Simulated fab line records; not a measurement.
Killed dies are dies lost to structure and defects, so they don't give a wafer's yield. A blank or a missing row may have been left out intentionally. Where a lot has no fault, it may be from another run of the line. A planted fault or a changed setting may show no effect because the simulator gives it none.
Check of tool commonality / flow berkeley_cmos170 / Sample size 14 lots and 48 wafers

REASON IT WAS OPENED
At UCB170_PFIELD_TW_MEAS_09 the reading PFIELD_TW is flagged on 2 of 14 lots. Wafers without a fault read 603.7, standard deviation 2.7.
Rule: flag the lot when none of its wafers has a number, or when each of its wafers that has one lies beyond 4 standard deviations from that mean. The rest of the lots are taken to be sound.

lot=L703; measured=day 4 03:41; on=film_metro-03; PFIELD_TW, wafer by wafer=605.2 604.3 604.6; flag=
lot=L704; measured=day 4 08:55; on=film_metro-02; PFIELD_TW, wafer by wafer=752.9 749.4 753.0 757.9 754.9 749.4; flag=FLAGGED
lot=L705; measured=day 4 15:11; on=film_metro-01; PFIELD_TW, wafer by wafer=599.5 599.3 599.2; flag=
lot=L711; measured=day 5 14:56; on=film_metro-01; PFIELD_TW, wafer by wafer=602.2 604.8 605.4; flag=
lot=L710; measured=day 5 15:41; on=film_metro-02; PFIELD_TW, wafer by wafer=753.7 752.5 754.0 756.1 754.4 753.3; flag=FLAGGED
lot=L709; measured=day 6 09:04; on=film_metro-02; PFIELD_TW, wafer by wafer=605.0 602.8 604.2; flag=
lot=L719; measured=day 7 12:16; on=film_metro-03; PFIELD_TW, wafer by wafer=604.8 600.9 599.1; flag=
lot=L717; measured=day 7 12:27; on=film_metro-01; PFIELD_TW, wafer by wafer=603.1 600.9 601.1; flag=
lot=L718; measured=day 7 12:40; on=film_metro-03; PFIELD_TW, wafer by wafer=600.1 600.3 600.6; flag=
lot=L721; measured=day 8 04:53; on=film_metro-01; PFIELD_TW, wafer by wafer=597.6 600.5 600.0; flag=
lot=L722; measured=day 8 05:14; on=film_metro-02; PFIELD_TW, wafer by wafer=604.6 601.3 605.0; flag=
lot=L723; measured=day 8 09:10; on=film_metro-03; PFIELD_TW, wafer by wafer=605.2 602.1 601.2; flag=
lot=L725; measured=day 8 15:43; on=film_metro-03; PFIELD_TW, wafer by wafer=604.8 600.1 602.0; flag=
lot=L724; measured=day 8 16:00; on=film_metro-01; PFIELD_TW, wafer by wafer=601.8 601.0 602.0; flag=
The numbers of the flagged lots are 753.5 on average: +149.8 against the usual, or +55 standard deviations.

EACH LOT AND THE TOOL IT RAN ON
The record keeps 1 process step preceding the reading, out of 331 steps on the route. In each cell: the tool, then ch and the chambers that the sampled wafers went through, then the start.
lot=L703; flag=; UCB170_PFIELD_IMPLANT_07=implanter-04 ch 0, day 4 03:28
lot=L704; flag=FLAGGED; UCB170_PFIELD_IMPLANT_07=implanter-04 ch 0, day 4 08:21
lot=L705; flag=; UCB170_PFIELD_IMPLANT_07=implanter-02 ch 0, day 4 14:59
lot=L711; flag=; UCB170_PFIELD_IMPLANT_07=implanter-02 ch 0, day 5 14:41
lot=L710; flag=FLAGGED; UCB170_PFIELD_IMPLANT_07=implanter-04 ch 0, day 5 15:10
lot=L709; flag=; UCB170_PFIELD_IMPLANT_07=implanter-02 ch 0, day 6 08:50
lot=L719; flag=; UCB170_PFIELD_IMPLANT_07=implanter-04 ch 0, day 7 12:03
lot=L717; flag=; UCB170_PFIELD_IMPLANT_07=implanter-01 ch 0, day 7 12:12
lot=L718; flag=; UCB170_PFIELD_IMPLANT_07=implanter-02 ch 0, day 7 12:25
lot=L721; flag=; UCB170_PFIELD_IMPLANT_07=implanter-02 ch 0, day 8 04:38
lot=L722; flag=; UCB170_PFIELD_IMPLANT_07=implanter-01 ch 0, day 8 04:59
lot=L723; flag=; UCB170_PFIELD_IMPLANT_07=implanter-02 ch 0, day 8 08:55
lot=L725; flag=; UCB170_PFIELD_IMPLANT_07=implanter-02 ch 0, day 8 15:28
lot=L724; flag=; UCB170_PFIELD_IMPLANT_07=implanter-01 ch 0, day 8 15:46
What the steps here do:
- UCB170_PFIELD_IMPLANT_07
- UCB170_PFIELD_TW_MEAS_09

FLAGGED OVER TOTAL, TOOL BY TOOL (the gauges that took the reading come last)
step=UCB170_PFIELD_IMPLANT_07; tool=implanter-01; lots run=3; flagged=0; share of the flagged lots=none; sound lots run after its first flagged lot=-
step=UCB170_PFIELD_IMPLANT_07; tool=implanter-02; lots run=7; flagged=0; share of the flagged lots=none; sound lots run after its first flagged lot=-
step=UCB170_PFIELD_IMPLANT_07; tool=implanter-04; lots run=4; flagged=2; share of the flagged lots=all; sound lots run after its first flagged lot=1 (L719)
step=UCB170_PFIELD_TW_MEAS_09; tool=film_metro-01; lots run=5; flagged=0; share of the flagged lots=none; sound lots run after its first flagged lot=-
step=UCB170_PFIELD_TW_MEAS_09; tool=film_metro-02; lots run=4; flagged=2; share of the flagged lots=all; sound lots run after its first flagged lot=2 (L709,L722)
step=UCB170_PFIELD_TW_MEAS_09; tool=film_metro-03; lots run=5; flagged=0; share of the flagged lots=none; sound lots run after its first flagged lot=-

WHAT THE TABLE PERMITS
Table rows that saw every flagged lot: 2, namely implanter-04 at UCB170_PFIELD_IMPLANT_07 and film_metro-02 at UCB170_PFIELD_TW_MEAS_09.
- implanter-04 at UCB170_PFIELD_IMPLANT_07: 2 of its 4 lots flagged. After the first flagged lot (L719), sound lots still ran on it; a lasting fault on the whole tool would not permit that.
- film_metro-02 at UCB170_PFIELD_TW_MEAS_09: 2 of its 4 lots flagged. After the first flagged lot (L709, L722), sound lots still ran on it; a lasting fault on the whole tool would not permit that.
None of the table's rows ran every flagged lot and, after the first, no sound lot.

WHAT WAS PUT IN BY THE SIMULATOR
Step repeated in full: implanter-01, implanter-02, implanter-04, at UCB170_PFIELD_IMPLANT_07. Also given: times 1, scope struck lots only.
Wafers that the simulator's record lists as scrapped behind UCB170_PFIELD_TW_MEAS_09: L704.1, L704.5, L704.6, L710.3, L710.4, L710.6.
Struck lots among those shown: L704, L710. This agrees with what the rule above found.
